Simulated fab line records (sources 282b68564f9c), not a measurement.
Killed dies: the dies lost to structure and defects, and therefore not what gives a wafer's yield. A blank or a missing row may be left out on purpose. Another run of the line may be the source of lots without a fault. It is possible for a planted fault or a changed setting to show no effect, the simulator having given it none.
Which tool was responsible? ; flow rit cmos ; 21 wafers from 7 lots sampled at 3 of the route's 202 steps

## WHAT THE GAUGES SHOWED, per wafer
RIT_GATE_THK_MEAS_07.
lot;measured;on;GATE_OXIDE_THK (nm)
L346;day 3 00:11;film metro-03;2.82 2.85 2.82
L350;day 3 20:21;film metro-04;2.71 2.70 2.74
L352;day 4 11:01;film metro-03;2.82 2.77 2.85
L355;day 4 23:39;film metro-03;2.80 2.82 2.78
L357;day 5 10:47;film metro-01;3.71 3.74 3.79
L360;day 5 22:40;film metro-04;3.69 3.71 3.69
L366;day 7 16:14;film metro-04;2.70 2.72 2.81

## WHAT TOOL EACH LOT RAN ON (gives the tool, then ch and the chambers of the sampled wafers, and finally the start)
lot;RIT_PRETRO_STRIP_09;RIT_GATE_OXIDATION_05
L346;plasma asher-01 ch 0,1, day 2 21:08;furnace-01 ch 0, day 2 22:50
L350;plasma asher-01 ch 0,1, day 3 17:31;furnace-03 ch 0, day 3 18:46
L352;plasma asher-04 ch 0,1, day 4 08:14;furnace-04 ch 0, day 4 08:59
L355;plasma asher-02 ch 0,1, day 4 20:07;furnace-03 ch 0, day 4 21:50
L357;plasma asher-04 ch 0,1, day 5 02:44;furnace-03 ch 0, day 5 05:53
L360;plasma asher-04 ch 0,1, day 5 20:23;furnace-03 ch 0, day 5 21:20
L366;plasma asher-04 ch 1, day 7 08:34;furnace-04 ch 0, day 7 12:20
- RIT_PRETRO_STRIP_09: strips in O2, time 180 s.
- RIT_GATE_OXIDATION_05: target thk 3 nm, ox time 270 s.

## THE ANSWER, worked out from the rows above alone
Rule: what is usual is taken from the lots themselves. The widest of any qualifying gaps counts: lots, ordered by their means at a reading, are off when they make up no more than a third of the lots, leave a main group of 4 or more, and stand apart from it by 3 or more times the standard deviation of that group's means. The tables above print the reading to a certain number of digits; a main group whose means all agree to those digits is not used. Also off: a lot with no number at a reading for which 4 or more lots have one. Where the step has rows for the other lots, those lots are counted as sound.
Off: L357, L360, seen at RIT_GATE_THK_MEAS_07 (GATE_OXIDE_THK). For the main group the mean is 2.78 nm and the standard deviation 0.043.
If a tool, at a process step before that reading, ran all the lots that are off and no sound lot after the first of them, it fits. Gauges at RIT_GATE_THK_MEAS_07: tried the same way as those tools. One fits: RIT_GATE_OXIDATION_05 on furnace-03. A fault onset in the window from L355 (day 4 21:50, its last sound lot) to L357 (day 5 05:53, its first lot off) fits.

## WHAT THE SIMULATOR HAD INSERTED
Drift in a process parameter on furnace-03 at RIT_GATE_OXIDATION_05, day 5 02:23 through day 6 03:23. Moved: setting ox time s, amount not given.
Shown lots that were struck: L357, L360. This agrees with what the rule above found.
